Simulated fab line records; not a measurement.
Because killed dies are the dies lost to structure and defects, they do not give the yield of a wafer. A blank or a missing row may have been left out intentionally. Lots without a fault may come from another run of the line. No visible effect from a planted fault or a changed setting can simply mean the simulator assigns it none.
Which tool was responsible? -- flow rit_cmos -- 14 lots with 42 wafers sampled at 6 steps, on a route of 202 steps

WHAT EACH GAUGE READ, for each wafer
RIT_NLDD_TW_MEAS_10.
lot,measured,on,NLDD_TW
L955,day 2 19:25,film_metro-03,2558 2551 2547
L957,day 3 08:23,film_metro-03,2561 2558 2556
L958,day 3 11:40,film_metro-03,2542 2549 2547
L959,day 3 19:29,film_metro-03,2548 2544 2562
L961,day 4 06:40,film_metro-03,2548 2548 2560
L966,day 5 08:37,film_metro-01,2484 2472 2485
L967,day 5 17:52,film_metro-01,2477 2464 2481
L970,day 6 18:52,film_metro-02,2494 2483 2487
L972,day 7 05:49,film_metro-01,2476 2477 2478
L973,day 7 12:49,film_metro-02,2497 2494 2490
L974,day 7 20:26,film_metro-01,2482 2491 2475
L975,day 7 20:34,film_metro-03,2544 2537 2552
L978,day 8 09:18,film_metro-02,2480 2467 2468
L977,day 8 09:46,film_metro-02,2485 2479 2489

RIT_CONTACT_CD_MEAS_90: target cd 1000 nm.
lot,measured,on,cd_nm (nm)
L955,day 3 06:54,cd_sem-01,997.1 997.8 998.2
L957,day 3 19:02,cd_sem-02,1001.3 1001.1 1001.4
L958,day 3 22:31,cd_sem-02,1003.3 1001.2 1000.4
L959,day 4 05:50,cd_sem-02,999.2 999.4 1000.9
L961,day 4 17:45,cd_sem-01,1001.8 1000.6 1000.6
L966,day 5 18:41,cd_sem-02,1001.7 1000.3 1003.3
L967,day 6 03:59,cd_sem-02,1004.6 1004.4 1004.9
L970,day 7 05:17,cd_sem-01,1004.1 1004.3 1002.5
L972,day 7 18:11,cd_sem-01,1003.8 1001.6 1003.4
L973,day 8 07:20,cd_sem-01,1001.1 998.9 998.8
L974,day 8 07:35,cd_sem-01,998.1 997.9 999.2
L975,day 8 07:58,cd_sem-01,1002.2 1000.0 1001.1
L978,day 8 21:02,cd_sem-02,998.6 996.9 997.3
L977,day 8 21:47,cd_sem-02,998.9 1001.3 999.0

RIT_M1_RS_MEAS_01: a four-point-probe measurement.
lot,measured,on,M1_AL_RS (ohm/sq)
L955,day 3 07:50,film_metro-01,0.0735 0.0738 0.0731
L957,day 3 20:16,film_metro-01,0.0361 0.0363 0.0360
L958,day 3 23:19,film_metro-03,0.0711 0.0712 0.0710
L959,day 4 07:05,film_metro-02,0.0361 0.0360 0.0364
L961,day 4 18:58,film_metro-01,0.0363 0.0363 0.0362
L966,day 5 19:38,film_metro-02,0.0727 0.0727 0.0730
L967,day 6 04:45,film_metro-03,0.0734 0.0738 0.0736
L970,day 7 06:03,film_metro-02,0.0730 0.0724 0.0726
L972,day 7 18:57,film_metro-03,0.0736 0.0740 0.0739
L973,day 8 08:07,film_metro-01,0.0727 0.0729 0.0722
L974,day 8 08:22,film_metro-02,0.0735 0.0731 0.0728
L975,day 8 08:46,film_metro-02,0.0725 0.0723 0.0730
L978,day 8 21:50,film_metro-03,0.0735 0.0747 0.0731
L977,day 8 22:34,film_metro-01,0.0743 0.0740 0.0750

RIT_M1_THK_MEAS_02: measures by xrf.
lot,measured,on,M1_AL_THK (nm)
L955,day 3 07:58,film_metro-01,403 405 406
L957,day 3 20:23,film_metro-01,813 814 817
L958,day 3 23:25,film_metro-03,415 416 414
L959,day 4 07:13,film_metro-02,805 808 796
L961,day 4 19:04,film_metro-01,810 809 807
L966,day 5 19:45,film_metro-02,404 405 401
L967,day 6 04:52,film_metro-03,400 398 400
L970,day 7 06:10,film_metro-02,401 409 406
L972,day 7 19:04,film_metro-03,399 398 396
L973,day 8 08:14,film_metro-01,408 407 413
L974,day 8 08:28,film_metro-02,398 401 401
L975,day 8 08:53,film_metro-02,404 406 403
L978,day 8 21:58,film_metro-03,401 394 403
L977,day 8 22:41,film_metro-01,401 400 397

EACH LOT AND THE TOOL THAT RAN IT (in order: tool; ch and the chambers of the sampled wafers; start)
lot,RIT_NLDD_STRIP_09,RIT_M1_SPUTTER_00
L955,"plasma_asher-03 ch 0,1, day 2 19:14","pvd_sputter-03, day 3 07:33"
L957,"plasma_asher-02 ch 0,1, day 3 08:12","pvd_sputter-03, day 3 19:31"
L958,"plasma_asher-02 ch 0,1, day 3 11:29","pvd_sputter-02, day 3 22:59"
L959,"plasma_asher-03 ch 0,1, day 3 19:18","pvd_sputter-03, day 4 06:20"
L961,"plasma_asher-01 ch 0,1, day 4 06:32","pvd_sputter-03, day 4 18:11"
L966,"plasma_asher-01 ch 0, day 5 08:25","pvd_sputter-04, day 5 19:19"
L967,"plasma_asher-03 ch 0,1, day 5 17:41","pvd_sputter-02, day 6 04:27"
L970,"plasma_asher-02 ch 0,1, day 6 18:41","pvd_sputter-04, day 7 05:46"
L972,"plasma_asher-02 ch 0,1, day 7 05:37","pvd_sputter-04, day 7 18:38"
L973,"plasma_asher-03 ch 0,1, day 7 12:39","pvd_sputter-02, day 8 07:49"
L974,"plasma_asher-01 ch 0,1, day 7 20:16","pvd_sputter-03, day 8 08:02"
L975,"plasma_asher-02 ch 0,1, day 7 20:22","pvd_sputter-04, day 8 08:26"
L978,"plasma_asher-01 ch 0,1, day 8 09:07","pvd_sputter-02, day 8 21:33"
L977,"plasma_asher-02 ch 0,1, day 8 09:35","pvd_sputter-03, day 8 22:16"
- RIT_NLDD_STRIP_09: strips in O2, time 180 s.
- RIT_M1_SPUTTER_00: material Al, target thk 400 nm, time 500 s.

WHAT THE TOOLS THEMSELVES READ (means of the sampled wafers that have a number; where no wafer has one, the mark that the record gives instead)
RIT_NLDD_STRIP_09.
lot,tool,drypump_motor_current_A (A)
L955,plasma_asher-03,6.3
L957,plasma_asher-02,5.6
L958,plasma_asher-02,5.6
L959,plasma_asher-03,6.5
L961,plasma_asher-01,5.7
L966,plasma_asher-01,5.4
L967,plasma_asher-03,6.3
L970,plasma_asher-02,5.8
L972,plasma_asher-02,5.8
L973,plasma_asher-03,6.3
L974,plasma_asher-01,5.7
L975,plasma_asher-02,5.8
L978,plasma_asher-01,5.5
L977,plasma_asher-02,5.6

RIT_M1_SPUTTER_00.
lot,tool,chamber_pressure_pa (Pa),throttle_valve_pct (%)
L955,pvd_sputter-03,0.3997,29.9
L957,pvd_sputter-03,0.4003,30.7
L958,pvd_sputter-02,0.3999,29.5
L959,pvd_sputter-03,0.4004,29.1
L961,pvd_sputter-03,0.3998,29.8
L966,pvd_sputter-04,0.4003,30.4
L967,pvd_sputter-02,0.3996,29.1
L970,pvd_sputter-04,0.3989,29.9
L972,pvd_sputter-04,0.4004,30.3
L973,pvd_sputter-02,0.4000,29.5
L974,pvd_sputter-03,0.3998,30.2
L975,pvd_sputter-04,0.4006,29.9
L978,pvd_sputter-02,0.3997,29.7
L977,pvd_sputter-03,0.4007,29.5

THE ANSWER, worked out from the rows above alone
Rule: usual is defined by the lots themselves. The widest of any qualifying gaps counts: lots, ordered by their means at a reading, are off when they make up no more than a third of the lots, leave a main group of 4 or more, and stand apart from it by 3 or more times the standard deviation of that group's means. A main group is skipped when, at the precision printed for the reading in the tables above, its means are all equal. A lot without any number at a reading at which 4 lots or more have one is off too. All remaining lots with rows at the step are treated as sound. The gauges are gone through in route order, then the tools' own readings, and for those a lot's mean is taken as printed above. The first step at which some lot is off is used, and at that step the reading that is off furthest; a lot without a number counts as furthest.
Off: at RIT_M1_RS_MEAS_01 (M1_AL_RS), L957, L959, L961. The main group has a mean of 0.0731 ohm/sq with a standard deviation of 0.00085.
A tool fits if, at a process step before that reading, it ran every lot that is off, and no sound lot after the first of them. Gauges at RIT_M1_RS_MEAS_01: tried the same way as those tools. Of those tried, none fits.

WHAT THE SIMULATOR PUT IN
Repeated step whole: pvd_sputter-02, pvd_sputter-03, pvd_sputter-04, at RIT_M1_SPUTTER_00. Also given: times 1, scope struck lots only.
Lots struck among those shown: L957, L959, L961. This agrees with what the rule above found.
